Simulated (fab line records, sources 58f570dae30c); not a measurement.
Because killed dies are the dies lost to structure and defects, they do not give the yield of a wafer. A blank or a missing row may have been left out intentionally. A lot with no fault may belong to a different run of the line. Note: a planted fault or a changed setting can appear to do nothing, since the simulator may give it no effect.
8D (eight disciplines) problem report, filled in by code + flow berkeley-cmos170 + the parts of the form that need people (team, actions taken, sign-off) are left out

## 1. THE PROBLEM
At UCB170_GATE_ETCH_14, chamber-pressure-mTorr averages 23.99 mTorr over 6 wafers from 2 lots, while fault-free wafers read 30.00 mTorr, standard deviation 0.03. So: -99 or more standard deviations from the usual mean.
The step: etches BARC in N2/H2.
Seen first at day 10 08:01 on rie-diel-02, wafer L374.1. The record holds 42 wafers of 14 lots with a number at this step. The rule behind "out" and "out of limits": a value lying over 4 standard deviations away from the usual mean. All remaining wafers that have a number are taken as sound.

## 2. WHAT IT IS AND WHAT IT IS NOT
| question                    | is                     | is not                                                                 |
|-----------------------------|------------------------|------------------------------------------------------------------------|
| which readings at this step | chamber-pressure-mTorr | drypump-motor-current-A, throttle-valve-pct                            |
| which lots                  | L374, L375             | L353, L354, L355, L357, L359, L360, L361, L362, L363, L366, L367, L371 |
| which wafers of those lots  | all that have a number | -                                                                      |
| read on which tools         | rie-diel-02            | rie-diel-01, rie-diel-03                                               |
| when                        | from day 10 08:01      | up to then (36 sound wafers)                                           |

## 3. SUSPECTS, AND WHAT RULES EACH OUT
Counting: a tool at a process step up to the reading stays a suspect if it ran every lot that is out and no sound lot after the first of them.
- rie-diel-02 at UCB170_GATE_ETCH_14 (etches BARC in N2/H2): kept. Every lot that is out went through it, starting with L374 (day 10 08:01), and after that it ran no sound lot; the last sound lot it ran before then is L362 (day 7 17:07). Out on those wafers are its own readings of chamber-pressure-mTorr.
The count leaves rie-diel-02 at UCB170_GATE_ETCH_14.

## 4. THE CAUSE (what the simulator had put in)
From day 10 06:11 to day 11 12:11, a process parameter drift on rie-diel-02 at UCB170_GATE_ETCH_14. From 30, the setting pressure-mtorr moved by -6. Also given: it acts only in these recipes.
After counting, this tool was the only one left.

## 5. THE EFFECT CHAIN, in route order
Each row: a reading whose mean over the struck wafers that have a number lies more than 3 standard deviations from the usual. Only readings for which the record gives a usual standard deviation are gone through. hours: the time from each lot's start at the first step in this table that gives one to its start at this step, as a median over the lots. sigmas: the change in usual standard deviations.
| hours | step                | reading                | usual       | on struck wafers | change | sigmas      |
|-------|---------------------|------------------------|-------------|------------------|--------|-------------|
| 0     | UCB170_GATE_ETCH_14 | chamber-pressure-mTorr | 30.00 mTorr | 23.99            | -6.01  | -99 or more |
Here are the process steps it includes:
- UCB170_GATE_ETCH_14: etches BARC in N2/H2.

## 6. HOW IT WOULD HAVE BEEN CAUGHT EARLIER
The fault began at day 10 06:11; the first out-of-limits reading in this record came at day 10 08:01, 2 hours later.
